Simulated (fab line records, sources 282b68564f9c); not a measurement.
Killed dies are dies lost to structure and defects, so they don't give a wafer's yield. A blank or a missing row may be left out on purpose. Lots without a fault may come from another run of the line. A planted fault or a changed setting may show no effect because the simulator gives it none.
fab line records | flow rit_cmos
record lots=14 wafers=42 last_day=7
route steps=202 shown ACTIVE@15 M1@202
lots that met no fault: from a run of the same line without faults
start_h: hours from the record's first day to the start of the lot's first wafer shown | wait_h: hours since the lot's step before | " the same as in the row above | L1.1+2: a row that stands for several wafers | - no value, or no start given | * or withheld: withheld | < > ~ a bound
route shown NAME@n: a module of which the file shows steps, and the number in the route of the first | usual: mean/standard deviation of fault-free wafers | same: alike in all rows | chamber/n: place in a boat | sites: the reading at each site | _std_site: their standard deviation | _edge_site: outer sites' mean less inner sites' | radius_mm: how far each site lies from the wafer's centre | mask NAME#n: copy n | behind: the tool/chamber that last shaped the wafer | hold: why the lot was held/for how many hours/how that ended | device: the transistor (n, p or np) that didn't switch | end of line: the same wafers' tests at the end of the route | a step without rows: its recipe alone | killed: dies lost to structure and defects at the first sort, not the wafer's yield | map: a wafer's dies, x killed, . not, _ none there
set.NAME: the setting as run; set.NAME@STEP: as run at that earlier step | model.NAME: the simulator's own value behind a step, which no gauge read
steps of the route over a sample of lots; a table a step, a row a wafer
services: from which hour (start_h, from the record's first day; less than 0 if before it) a tool's chamber was out of use, for how many hours, and why
## steps
# step RIT_ACTIVE_STRIP_14
# recipe chemistry=O2 time_s=180 resist=NOVOLAK platen_temp_c=withheld power_w=500 pressure_mtorr=4000 o2_flow_sccm=4000
# usual chamber_pressure_mTorr=4000/4.2 drypump_motor_current_A=5.5/0.38
# columns lot.wafer tool chamber start_h wait_h chamber_pressure_mTorr drypump_motor_current_A rf_hours_counter_h
L468.1 plasma_asher-03 1 15.51 0.1 3999 5.4 40
L468.2 " 0 " " 4006 5.9 40
L468.3 " 0 " " 3999 5.9 -
L469.2 plasma_asher-04 1 20.07 0.1 3999 5.0 42
L469.3 " 0 " " 3993 5.4 -
L469.4 " 1 " " 4004 5.1 -
L471.1 plasma_asher-04 0 30.03 0.1 4005 5.4 43
L471.2 " 1 " " 3999 5.0 43
L471.6 " 1 " " 4002 5.1 -
L473.1 plasma_asher-03 1 39.97 0.1 3998 5.5 43
L473.3 " 0 " " 4006 5.9 -
L473.4 " 1 " " 4001 5.5 -
L474.1 plasma_asher-04 0 44.84 0.1 3990 5.4 45
L474.2 " 1 " " 4001 5.0 45
L474.6 " 0 " " 4005 5.4 -
L475.1 plasma_asher-01 0 50.68 0.1 4003 6.2 27
L475.3 " 0 " " 4002 6.2 -
L475.4 " 1 " " 4002 5.8 -
L477.1 plasma_asher-04 1 60.52 0.1 3999 5.1 46
L477.4 " 1 " " 3996 5.1 -
L477.5 " 1 " " 4000 5.1 -
L478.1 plasma_asher-03 1 64.97 0.1 3997 5.5 45
L478.3 " 0 " " 3990 5.9 -
L478.5 " 0 " " 3997 5.9 -
L479.1 plasma_asher-01 0 69.97 0.1 4004 6.2 29
L479.4 " 0 " " 4003 6.2 -
L479.5 " 0 " " 3997 6.2 -
L483.1 plasma_asher-04 1 89.97 0.1 3997 5.0 50
L483.4 " 1 " " 4001 5.1 -
L483.6 " 1 " " 4004 5.1 -
L484.2 plasma_asher-04 1 94.97 0.1 3991 5.0 50
L484.3 " 0 " " 4001 5.4 -
L484.4 " 1 " " 4002 5.1 -
L487.1 plasma_asher-04 1 109.97 0.1 4801 5.0 52
L487.2 " 0 " " 4798 5.4 52
L487.6 " 1 " " 4804 5.0 -
L488.1 plasma_asher-04 0 114.84 0.1 4802 5.4 53
L488.4 " 0 " " 4803 5.4 -
L488.6 " 1 " " 4804 5.0 -
L489.2 plasma_asher-01 0 119.84 0.1 4002 6.2 36
L489.3 " 0 " " 4004 6.2 -
L489.4 " 1 " " 3992 5.8 -
# step RIT_M1_PROBE_99
# usual killed_at_contacts=0.1/0.24 killed_at_front_end=7/3 killed_dies=7/3 killed_open=3.2/1.8 killed_short=3.5/2.1
# same gross_dies=264 killed_at_M0_to_M3=0 killed_at_M4_up=0 killed_at_back_side=0 killed_at_other=0
# columns lot.wafer tool chamber start_h wait_h killed_at_contacts killed_at_front_end killed_dies killed_open killed_short
L473.1 prober-01 - 82.47 0.1 0 5 5 3 2
L473.3 prober-01 - 82.57 0.2 0 6 6 3 3
L473.4 prober-01 - 82.62 0.2 0 6 6 1 5
L475.1 prober-01 - 92.49 0.1 0 22 22 8 14
L475.3 prober-01 - 92.59 0.2 0 15 15 5 10
L475.4 prober-01 - 92.64 0.2 0 10 10 3 7
L477.1 prober-01 - 102.66 0.1 0 5 5 3 2
L477.4 prober-01 - 102.81 0.2 0 6 6 2 4
L477.5 prober-01 - 102.86 0.2 0 13 13 6 7
L478.1 prober-02 - 107.09 0.1 0 4 4 4 0
L478.3 prober-02 - 107.19 0.2 0 3 3 3 0
L478.5 prober-02 - 107.29 0.2 1 5 6 2 4
L479.1 prober-01 - 111.73 0.1 0 6 6 2 4
L479.4 prober-01 - 111.88 0.2 0 5 5 2 3
L479.5 prober-01 - 111.93 0.2 0 3 3 2 1
# killed by level:class
L473.1 REOX:geometric_particle:short=2 REOX:geometric_particle:open=2 GATE:geometric_particle:open=1
L473.3 GATE:geometric_particle:open=2 FOX1:geometric_particle:open=1 FOX1:geometric_particle:short=1 GATE:geometric_particle:short=1 REOX:geometric_particle:short=1
L473.4 GATE:geometric_particle:short=2 FOX1:geometric_particle:short=1 REOX:geometric_particle:open=1 REOX:geometric_particle:short=1 SPACER:geometric_particle:short=1
L475.1 GATE:geometric_particle:short=7 GATE:geometric_particle:open=5 FOX1:geometric_particle:short=4 FOX2:geometric_particle:open=1 FOX2:geometric_particle:short=1 REOX:geometric_particle:open=1 SILICIDE:geometric_particle:open=1 SPACER:geometric_particle:short=1
L475.3 GATE:geometric_particle:short=7 GATE:geometric_particle:open=3 FOX1:geometric_particle:open=2 REOX:geometric_particle:short=1 SPACER:geometric_particle:short=1 SILICIDE:geometric_particle:short=1
L475.4 GATE:geometric_particle:short=3 FOX1:geometric_particle:short=2 FOX1:geometric_particle:open=2 GATE:geometric_particle:open=1 SPACER:geometric_particle:short=1 SILICIDE:geometric_particle:short=1
L477.1 SILICIDE:geometric_particle:open=2 FOX1:geometric_particle:short=1 FOX1:geometric_particle:open=1 REOX:geometric_particle:short=1
L477.4 SPACER:geometric_particle:short=2 SILICIDE:geometric_particle:open=2 FOX1:geometric_particle:short=1 GATE:geometric_particle:short=1
L477.5 FOX1:geometric_particle:short=5 GATE:geometric_particle:open=4 REOX:geometric_particle:open=2 FOX2:geometric_particle:short=1 SILICIDE:geometric_particle:short=1
L478.1 GATE:geometric_particle:open=2 SPACER:geometric_particle:open=1 SILICIDE:geometric_particle:open=1
L478.3 ACTIVE:geometric_particle:open=1 REOX:geometric_particle:open=1 SILICIDE:geometric_particle:open=1
L478.5 FOX1:geometric_particle:open=1 FOX2:geometric_particle:short=1 REOX:geometric_particle:short=1 SPACER:geometric_particle:short=1 SILICIDE:geometric_particle:short=1 CONTACT:geometric_particle:open=1
L479.1 REOX:geometric_particle:open=2 FOX1:geometric_particle:short=1 FOX2:geometric_particle:short=1 GATE:geometric_particle:short=1 SILICIDE:geometric_particle:short=1
L479.4 GATE:geometric_particle:short=2 GATE:geometric_particle:open=1 SPACER:geometric_particle:open=1 SILICIDE:geometric_particle:short=1
L479.5 GATE:geometric_particle:open=1 REOX:geometric_particle:short=1 SPACER:geometric_particle:open=1
## services
# columns tool chamber start_h hours kind
plasma_asher-03 - 25.21 1.6 repair
plasma_asher-03 - 25.40 3.0 repair
plasma_asher-03 - 60.21 2.8 pm
plasma_asher-03 - 81.50 28.1 pm
## key
first_sign step=RIT_ACTIVE_STRIP_14 reading=chamber_pressure_mTorr direction=up sigmas=99+ usual=4000 struck=4802
effect none on later readings
met_at RIT_ACTIVE_STRIP_14
struck_lots L487,L488
tester_left_out L487,L488
onset_between 94.97 109.97
fault kind=process_parameter_drift tool=plasma_asher-04 chamber=- onset_h=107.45 steps=RIT_ACTIVE_STRIP_14 channel=pressure_mtorr offset=800 shape=step end_h=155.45 acts_in=these_recipes_only stated=4000
# tester_left_out: of these lots the tester's yield and bins aren't shown, on N5 and GAA mostly nor the transistor test; their killed dies are dies lost to structure and defects alone, not to doping, threshold or leakage, so they don't give the yield
